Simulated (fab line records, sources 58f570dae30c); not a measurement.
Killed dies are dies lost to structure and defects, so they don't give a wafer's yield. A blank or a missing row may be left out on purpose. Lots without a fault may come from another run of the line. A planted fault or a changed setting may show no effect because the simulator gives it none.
Tool commonality check | flow berkeley_cmos170 | 14 lots, 42 wafers sampled

WHY IT WAS OPENED
At UCB170_M1_RS_MEAS_01 the reading M1_AL_RS is flagged on 2 of 14 lots. Wafers without a fault read 0.0486 ohm/sq, standard deviation 0.00063.
Rule: a lot is flagged when every wafer of it that has a number lies more than 4 standard deviations from that mean, or none has a number. The other lots count as sound.

lot  | measured     | on            | M1_AL_RS (ohm/sq), wafer by wafer | flag
L591 | day 8 04:28  | film_metro-01 | 0.0476 0.0485 0.0474              |
L590 | day 8 04:46  | film_metro-03 | 0.0482 0.0478 0.0474              |
L589 | day 8 05:45  | film_metro-04 | 0.0492 0.0491 0.0493              |
L593 | day 8 22:47  | film_metro-04 | 0.0479 0.0480 0.0480              |
L594 | day 8 22:47  | film_metro-03 | 0.0483 0.0478 0.0479              |
L595 | day 9 04:03  | film_metro-03 | 0.0485 0.0484 0.0487              |
L596 | day 9 18:26  | film_metro-03 | 0.0482 0.0487 0.0483              |
L599 | day 9 19:54  | film_metro-04 | 0.0480 0.0484 0.0481              |
L597 | day 9 20:23  | film_metro-03 | 0.0498 0.0496 0.0501              |
L602 | day 10 18:01 | film_metro-04 | 0.0480 0.0488 0.0484              |
L601 | day 10 18:46 | film_metro-04 | 0.0486 0.0487 0.0484              |
L603 | day 11 05:39 | film_metro-04 | 0.0493 0.0492 0.0489              |
L606 | day 12 03:10 | film_metro-04 | 0.0654 0.0660 0.0649              | FLAGGED
L610 | day 12 21:28 | film_metro-03 | 0.0648 0.0643 0.0639              | FLAGGED
The numbers of the flagged lots are 0.0649 ohm/sq on average: +0.0163 ohm/sq against the usual, or +26 standard deviations.

WHICH TOOL RAN EACH LOT
The record holds 2 process steps before the reading, out of a route of 331 steps. In each cell: the tool, then ch and the chambers that the sampled wafers went through, then the start.
lot  | flag    | UCB170_SPACER_ETCHBACK_03          | UCB170_M1_SPUTTER_00
L591 |         | rie_diel-02 ch 1,2,3, day 7 16:23  | pvd_sputter-04, day 8 04:24
L590 |         | rie_diel-03 ch 0,3, day 7 16:24    | pvd_sputter-02, day 8 04:41
L589 |         | rie_diel-04 ch 0,1,2, day 7 16:26  | pvd_sputter-03, day 8 05:41
L593 |         | rie_diel-02 ch 0,1,3, day 8 08:22  | pvd_sputter-04, day 8 22:41
L594 |         | rie_diel-04 ch 2,3, day 8 08:22    | pvd_sputter-02, day 8 22:41
L595 |         | rie_diel-04 ch 0,2, day 8 16:42    | pvd_sputter-03, day 9 03:59
L596 |         | rie_diel-04 ch 0,2,3, day 9 06:29  | pvd_sputter-04, day 9 18:22
L599 |         | rie_diel-04 ch 0,1, day 9 06:25    | pvd_sputter-02, day 9 19:50
L597 |         | rie_diel-03 ch 1,2, day 9 06:25    | pvd_sputter-03, day 9 20:19
L602 |         | rie_diel-03 ch 0,2,3, day 10 07:03 | pvd_sputter-02, day 10 17:53
L601 |         | rie_diel-04 ch 1,3, day 10 07:03   | pvd_sputter-03, day 10 18:39
L603 |         | rie_diel-03 ch 0,1, day 10 17:20   | pvd_sputter-03, day 11 05:35
L606 | FLAGGED | rie_diel-02 ch 0,2,3, day 11 14:16 | pvd_sputter-02, day 12 03:05
L610 | FLAGGED | rie_diel-04 ch 0,3, day 12 08:23   | pvd_sputter-02, day 12 21:23
What these steps do:
- UCB170_SPACER_ETCHBACK_03: etches SiO2 in CHF3/CF4/Ar, stops on Si, target depth 376 nm, time 100 s.
- UCB170_M1_SPUTTER_00: material Al, target thk 600 nm, time 80 s.
- UCB170_M1_RS_MEAS_01: measures by four-point-probe.

FLAGGED OVER TOTAL, TOOL BY TOOL (the gauges that took the reading come last)
step                      | tool           | lots run | flagged | share of the flagged lots | sound lots run after its first flagged lot
UCB170_SPACER_ETCHBACK_03 | rie_diel-02    | 3        | 1       | some                      | 0
UCB170_SPACER_ETCHBACK_03 | rie_diel-03    | 4        | 0       | none                      | -
UCB170_SPACER_ETCHBACK_03 | rie_diel-04    | 7        | 1       | some                      | 0
UCB170_M1_SPUTTER_00      | pvd_sputter-02 | 6        | 2       | all                       | 0
UCB170_M1_SPUTTER_00      | pvd_sputter-03 | 5        | 0       | none                      | -
UCB170_M1_SPUTTER_00      | pvd_sputter-04 | 3        | 0       | none                      | -
UCB170_M1_RS_MEAS_01      | film_metro-01  | 1        | 0       | none                      | -
UCB170_M1_RS_MEAS_01      | film_metro-03  | 6        | 1       | some                      | 0
UCB170_M1_RS_MEAS_01      | film_metro-04  | 7        | 1       | some                      | 0

WHAT THE TABLE ALLOWS
1 row of the table ran every flagged lot: pvd_sputter-02 at UCB170_M1_SPUTTER_00.
- pvd_sputter-02 at UCB170_M1_SPUTTER_00: 2 of its 6 lots flagged. Its last sound lot is L602 (day 10 17:53), its first flagged lot L606 (day 12 03:05): a fault that began between those two fits.
One tool is left: pvd_sputter-02 at UCB170_M1_SPUTTER_00.

WHAT THE SIMULATOR HAD PUT IN
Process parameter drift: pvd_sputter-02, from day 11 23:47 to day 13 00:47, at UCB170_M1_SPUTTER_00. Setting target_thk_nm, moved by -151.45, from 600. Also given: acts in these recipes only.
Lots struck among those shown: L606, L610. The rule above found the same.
